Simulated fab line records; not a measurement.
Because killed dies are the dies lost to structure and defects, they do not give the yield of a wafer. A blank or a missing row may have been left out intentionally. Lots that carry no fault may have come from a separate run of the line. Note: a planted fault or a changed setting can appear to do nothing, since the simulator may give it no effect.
Comparing a struck lot with a sound one -- flow rit_cmos -- 44 steps out of a route of 202
Sound: wafers L167.1, L167.2, L167.3. The struck wafers were L175.1, L175.3, L175.4. Last of all comes the cause.
Each step with rows lists, per side, the tool, then ch with its chambers, then its first start. Under that, the readings that differ: sound wafers -- struck wafers -- difference of the means -- sigmas: that difference in standard deviations of wafers without a fault.
alike: a reading whose means differ by less than 2 such deviations, as well as words and numbers matching on both sides. not compared: withheld readings; readings where some wafer has no value; bounds like >300 that might hide an equal value; numbers whose values overlap and for which the record gives no deviation.
A row with sigmas, a row that says differs or no value, or rows on one side alone: a step with any of these is where the two part. Numbers that don't overlap but have no deviation are shown without sigmas and don't part them. A reading that every wafer of one side lacks parts them only if that side has two wafers or more.

first, 1 step without rows for these wafers: RIT_PRETRO_IMPLANT_08.
RIT_PRETRO_STRIP_09: strips in O2, time 180 s.
  sound on plasma_asher-02 ch 0,1, day 3 06:30; struck on plasma_asher-03 ch 0,1, day 4 21:44
  alike: drypump_motor_current_A
  not compared: rf_hours_counter_h
RIT_PRETRO_TW_MEAS_10:
  sound on film_metro-04 at day 3 06:41; struck on film_metro-02 at day 4 21:55
  alike: PRETRO_TW
then, 5 steps without rows for these wafers: RIT_GATE_WET_ETCH_00 (etches SiO2 in BOE, target depth 56 nm, time 60 s); RIT_GATE_CLEAN_01 (cleans in SC1, time 600 s); RIT_GATE_CLEAN_02 (cleans in dHF, time 30 s); RIT_GATE_CLEAN_03 (cleans in SC2, time 600 s); RIT_GATE_CLEAN_04 (cleans in dHF, time 60 s).
RIT_FOX2_THK_MEAS_91:
  sound on film_metro-03 at day 3 07:09; struck on film_metro-03 at day 4 22:24
  alike: FIELD_OXIDE_LEFT_2_THK
then, 2 steps without rows for these wafers: RIT_GATE_OXIDATION_05 (target thk 3 nm, ox time 270 s); RIT_GATE_ANNEAL_06 (time 600 s).
RIT_GATE_THK_MEAS_07:
  sound on film_metro-04 at day 3 09:34; struck on film_metro-02 at day 5 01:18
  alike: GATE_OXIDE_THK
RIT_GATE_CVD_08: deposits poly-Si from SiH4, target thk 250 nm, time 2220 s.
  sound on lpcvd-01 ch 1, day 3 09:38; struck on lpcvd-01 ch 0, day 5 01:22
reading,sound,struck,difference,sigmas
pressure_mtorr (mTorr),301.0 300.3 300.6,450.7 450.1 450.2,+149.7,+99 or more
model.poly-Si_of_GATE_CVD_08.thk_nm (nm),249.7 250.1 250.6,307.1 308.3 306.3,+57.1,
RIT_GATE_THK_MEAS_09:
  sound on film_metro-04 at day 3 11:15; struck on film_metro-04 at day 5 02:59
reading,sound,struck,difference,sigmas
GATE_POLY_THK (nm),249.8 250.1 250.5,307.2 308.4 306.5,+57.2,+26
then, 6 steps without rows for these wafers: RIT_GATE_HMDS_10 (prime time 60 s); RIT_GATE_COAT_11 (resist thk 850 nm); RIT_GATE_SOFTBAKE_12 (time 60 s); RIT_GATE_EXPOSE_13 (exposes mask M6, target cd 150 nm); RIT_GATE_PEB_14; RIT_GATE_DEVELOP_15 (develop time 50 s).
RIT_GATE_CD_MEAS_16 targets a cd of 150 nm.
  sound on cd_sem-01 at day 3 12:17; struck on cd_sem-01 at day 5 04:01
  alike: cd_nm
RIT_GATE_OVL_MEAS_17:
  sound on overlay-02 at day 3 12:25; struck on overlay-02 at day 5 04:08
  alike: GATE_OVL
then, 1 step without rows for these wafers: RIT_GATE_HARDBAKE_18 (time 60 s).
RIT_GATE_ETCH_19: etches poly-Si in SF6/CHF3/O2, stops on SiO2, time 165 s, target depth 312.5 nm.
  sound on rie_si-02 ch 1,2,3, day 3 12:35; struck on rie_si-02 ch 0,1,2, day 5 04:38
reading,sound,struck,difference,sigmas
oes_product_au (a.u.),0.847 0.839 0.857,0.985 0.965 0.964,+0.124,+10
model.GATE.feature_depth_nm (nm),249.7 250.1 250.6,307.1 307 306.3,+56.7,
model.etch.depth_nm (nm),249.7 250.1 250.6,307.1 307 306.3,+56.7,
  alike: drypump_motor_current_A, throttle_valve_pct
  not compared: rf_hours_counter_h
RIT_GATE_STRIP_20: strips in O2, time 180 s.
  sound on plasma_asher-03 ch 0,1, day 3 12:42; struck on plasma_asher-01 ch 0,1, day 5 04:44
  alike: drypump_motor_current_A
  not compared: rf_hours_counter_h
RIT_GATE_CD_MEAS_90 targets a cd of 150 nm.
  sound on cd_sem-01 at day 3 12:53; struck on cd_sem-02 at day 5 04:55
  alike: cd_nm
then, 4 steps without rows for these wafers: RIT_REOX_CLEAN_00 (cleans in SC1, time 600 s); RIT_REOX_CLEAN_01 (cleans in dHF, time 30 s); RIT_REOX_CLEAN_02 (cleans in SC2, time 600 s); RIT_REOX_OXIDATION_03 (target thk 25.2 nm, ox time 5580 s).
RIT_REOX_THK_MEAS_04:
  sound on film_metro-03 at day 3 18:05; struck on film_metro-01 at day 5 09:39
  alike: REOX_OXIDE_THK
then, 6 steps without rows for these wafers: RIT_NLDD_HMDS_00 (prime time 60 s); RIT_NLDD_COAT_01 (resist thk 1000 nm); RIT_NLDD_SOFTBAKE_02 (time 60 s); RIT_NLDD_EXPOSE_03 (exposes mask M7, target cd 40700 nm); RIT_NLDD_PEB_04; RIT_NLDD_DEVELOP_05 (develop time 50 s).
RIT_NLDD_OVL_MEAS_06:
  sound on overlay-02 at day 3 19:08; struck on overlay-02 at day 5 10:37
  alike: NLDD_OVL
then, 2 steps without rows for these wafers: RIT_NLDD_HARDBAKE_07 (time 60 s); RIT_NLDD_IMPLANT_08.
RIT_NLDD_STRIP_09: strips in O2, time 180 s.
  sound on plasma_asher-04 ch 0,1, day 3 19:28; struck on plasma_asher-03 ch 0,1, day 5 10:56
  alike: drypump_motor_current_A
  not compared: rf_hours_counter_h
RIT_NLDD_TW_MEAS_10:
  sound on film_metro-01 at day 3 19:38; struck on film_metro-01 at day 5 11:07
  alike: NLDD_TW
RIT_SDANNEAL_CLEAN_02: cleans in SC2, time 600 s.
  sound on wet_bench-04 ch 0, day 4 03:08; struck on wet_bench-03 ch 3, day 5 18:37
reading,sound,struck,difference,sigmas
model.poly-Si_of_GATE_CVD_08.thk_nm (nm),161.6 162.7 163.4,219.6 220.7 218.8,+57.1,
RIT_M1_PROBE_99:
  sound on prober-02 at day 4 10:57; struck on prober-02 at day 6 02:41
reading,sound,struck,difference,sigmas
model.etest.pmos_turned.r_on_ohm_um,3586 3669 3576,3961 4326 4032,+496,
model.etest.nmos_0p3.r_on_ohm_um,2138 2121 2128,2253 2280 2248,+131,
model.etest.nmos_turned.drive_ua_um,336.7 326.4 332.7,242.1 223.7 238.7,-97.1,
model.etest.pmos_turned.drive_ua_um,182.2 175.9 179.1,145.1 129.5 141.3,-40.4,
model.etest.nmos_0p15.drive_ua_um,477.2 474.4 483.6,455.6 440.2 459.1,-26.8,
model.etest.nmos_narrow.drive_ua_um,234.6 232.1 232.3,214.2 210.2 211.8,-20.9,
model.etest.nmos_0p3.drive_ua_um,234.8 235.9 233,213.3 210.3 213,-22.4,
  not compared: model.etest.nmos_0p15.r_on_ohm_um

## WHERE THEY PART
At RIT_GATE_CVD_08 first; at RIT_GATE_ETCH_19 last (within this record only). Later steps at which nothing parts them and some readings are alike: RIT_GATE_STRIP_20, RIT_GATE_CD_MEAS_90, RIT_REOX_THK_MEAS_04, RIT_NLDD_OVL_MEAS_06, RIT_NLDD_STRIP_09, RIT_NLDD_TW_MEAS_10.

WHY: whatever the simulator had introduced
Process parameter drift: lpcvd-01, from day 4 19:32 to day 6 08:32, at RIT_GATE_CVD_08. From 300, the setting pressure_mtorr moved by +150. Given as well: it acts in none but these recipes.
